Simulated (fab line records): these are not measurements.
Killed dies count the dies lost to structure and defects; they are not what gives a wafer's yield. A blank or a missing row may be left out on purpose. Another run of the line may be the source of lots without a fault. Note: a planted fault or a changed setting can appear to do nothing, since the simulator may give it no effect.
Commonality check across tools + flow berkeley-cmos170 + Lots sampled 14, wafers sampled 42

## REASON FOR OPENING
At UCB170_NLDD_TW_MEAS_11 the reading NLDD_TW is flagged on 2 of 14 lots. Fault-free wafers read 2202, with a standard deviation of 22.
Rule: flag the lot when none of its wafers has a number, or when each of its wafers that has one lies beyond 4 standard deviations from that mean. All remaining lots are regarded as sound.

| lot  | measured     | on            | NLDD_TW, wafer by wafer | flag    |
|------|--------------|---------------|-------------------------|---------|
| L238 | day 7 22:56  | film-metro-02 | 2220 2214 2233          |         |
| L239 | day 8 10:55  | film-metro-02 | 2197 2194 2203          |         |
| L242 | day 8 11:28  | film-metro-02 | 2208 2196 2195          |         |
| L240 | day 8 11:46  | film-metro-04 | 2223 2213 2214          |         |
| L244 | day 8 23:28  | film-metro-03 | 2178 2189 2180          |         |
| L246 | day 9 16:44  | film-metro-02 | 2228 2224 2229          |         |
| L247 | day 9 17:01  | film-metro-03 | 29 29 29                | FLAGGED |
| L248 | day 10 06:44 | film-metro-03 | 30 30 30                | FLAGGED |
| L252 | day 10 07:13 | film-metro-04 | 2220 2209 2223          |         |
| L250 | day 10 07:55 | film-metro-03 | 2179 2174 2181          |         |
| L257 | day 11 22:23 | film-metro-04 | 2200 2217 2210          |         |
| L259 | day 12 07:59 | film-metro-04 | 2217 2217 2228          |         |
| L258 | day 12 08:29 | film-metro-03 | 2153 2172 2168          |         |
| L260 | day 12 21:20 | film-metro-02 | 2230 2224 2229          |         |
Average over the flagged lots: 30; offset from the usual -2172, equal to -99 standard deviations.

## LOT BY LOT: THE TOOL USED
The record holds 2 process steps before the reading, out of a route of 331 steps. In each cell: the tool, then ch and the chambers that the sampled wafers went through, then the start.
| lot  | flag    | UCB170_PLDD_STRIP_10                 | UCB170_NLDD_STRIP_10                 |
|------|---------|--------------------------------------|--------------------------------------|
| L238 |         | plasma-asher-01 ch 0,1, day 7 20:35  | plasma-asher-02 ch 0,1, day 7 22:50  |
| L239 |         | plasma-asher-03 ch 0,1, day 8 08:56  | plasma-asher-04 ch 0,1, day 8 10:49  |
| L242 |         | plasma-asher-01 ch 0,1, day 8 09:25  | plasma-asher-04 ch 0,1, day 8 11:22  |
| L240 |         | plasma-asher-03 ch 0,1, day 8 09:41  | plasma-asher-03 ch 0,1, day 8 11:40  |
| L244 |         | plasma-asher-04 ch 0,1, day 8 20:28  | plasma-asher-04 ch 0,1, day 8 23:22  |
| L246 |         | plasma-asher-01 ch 0, day 9 14:41    | plasma-asher-03 ch 0,1, day 9 16:37  |
| L247 | FLAGGED | plasma-asher-04 ch 0,1, day 9 14:58  | plasma-asher-02 ch 0,1, day 9 16:56  |
| L248 | FLAGGED | plasma-asher-03 ch 0,1, day 10 04:51 | plasma-asher-02 ch 0,1, day 10 06:38 |
| L252 |         | plasma-asher-01 ch 0,1, day 10 05:08 | plasma-asher-04 ch 0,1, day 10 07:07 |
| L250 |         | plasma-asher-04 ch 0,1, day 10 05:17 | plasma-asher-02 ch 0,1, day 10 07:48 |
| L257 |         | plasma-asher-03 ch 0,1, day 11 20:29 | plasma-asher-03 ch 0,1, day 11 22:17 |
| L259 |         | plasma-asher-01 ch 0,1, day 12 06:08 | plasma-asher-02 ch 0,1, day 12 07:54 |
| L258 |         | plasma-asher-03 ch 0,1, day 12 06:23 | plasma-asher-04 ch 0,1, day 12 08:22 |
| L260 |         | plasma-asher-04 ch 0,1, day 12 18:30 | plasma-asher-04 ch 0,1, day 12 21:14 |
What is done by these steps:
- UCB170_PLDD_STRIP_10: strips in O2.
- UCB170_NLDD_STRIP_10: strips in O2.
- UCB170_NLDD_TW_MEAS_11

## FLAGGED AGAINST TOTAL, ONE TOOL AT A TIME (gauges that did the reading follow at the end)
| step                   | tool            | lots run | flagged | share of the flagged lots | sound lots run after its first flagged lot |
|------------------------|-----------------|----------|---------|---------------------------|--------------------------------------------|
| UCB170_PLDD_STRIP_10   | plasma-asher-01 | 5        | 0       | none                      | -                                          |
| UCB170_PLDD_STRIP_10   | plasma-asher-03 | 5        | 1       | some                      | 2 (L257,L258)                              |
| UCB170_PLDD_STRIP_10   | plasma-asher-04 | 4        | 1       | some                      | 2 (L250,L260)                              |
| UCB170_NLDD_STRIP_10   | plasma-asher-02 | 5        | 2       | all                       | 2 (L250,L259)                              |
| UCB170_NLDD_STRIP_10   | plasma-asher-03 | 3        | 0       | none                      | -                                          |
| UCB170_NLDD_STRIP_10   | plasma-asher-04 | 6        | 0       | none                      | -                                          |
| UCB170_NLDD_TW_MEAS_11 | film-metro-02   | 5        | 0       | none                      | -                                          |
| UCB170_NLDD_TW_MEAS_11 | film-metro-03   | 5        | 2       | all                       | 2 (L250,L258)                              |
| UCB170_NLDD_TW_MEAS_11 | film-metro-04   | 4        | 0       | none                      | -                                          |

## WHAT IS ALLOWED BY THE TABLE
Every flagged lot went through 2 rows of the table: plasma-asher-02 at UCB170_NLDD_STRIP_10 and film-metro-03 at UCB170_NLDD_TW_MEAS_11.
- plasma-asher-02 at UCB170_NLDD_STRIP_10: 2 of its 5 lots flagged. After the first flagged lot (L250, L259), sound lots still ran on it; a lasting fault on the whole tool would not permit that. Its own readings lie more than 4 standard deviations out on every wafer of the flagged lots: strip-time-to-endpoint-s.
- film-metro-03 at UCB170_NLDD_TW_MEAS_11: 2 of its 5 lots flagged. After the first flagged lot (L250, L258), sound lots still ran on it; a lasting fault on the whole tool would not permit that.
Not one row of the table ran every flagged lot while running no sound lot after the first.

## WHAT THE SIMULATOR HAD INSERTED
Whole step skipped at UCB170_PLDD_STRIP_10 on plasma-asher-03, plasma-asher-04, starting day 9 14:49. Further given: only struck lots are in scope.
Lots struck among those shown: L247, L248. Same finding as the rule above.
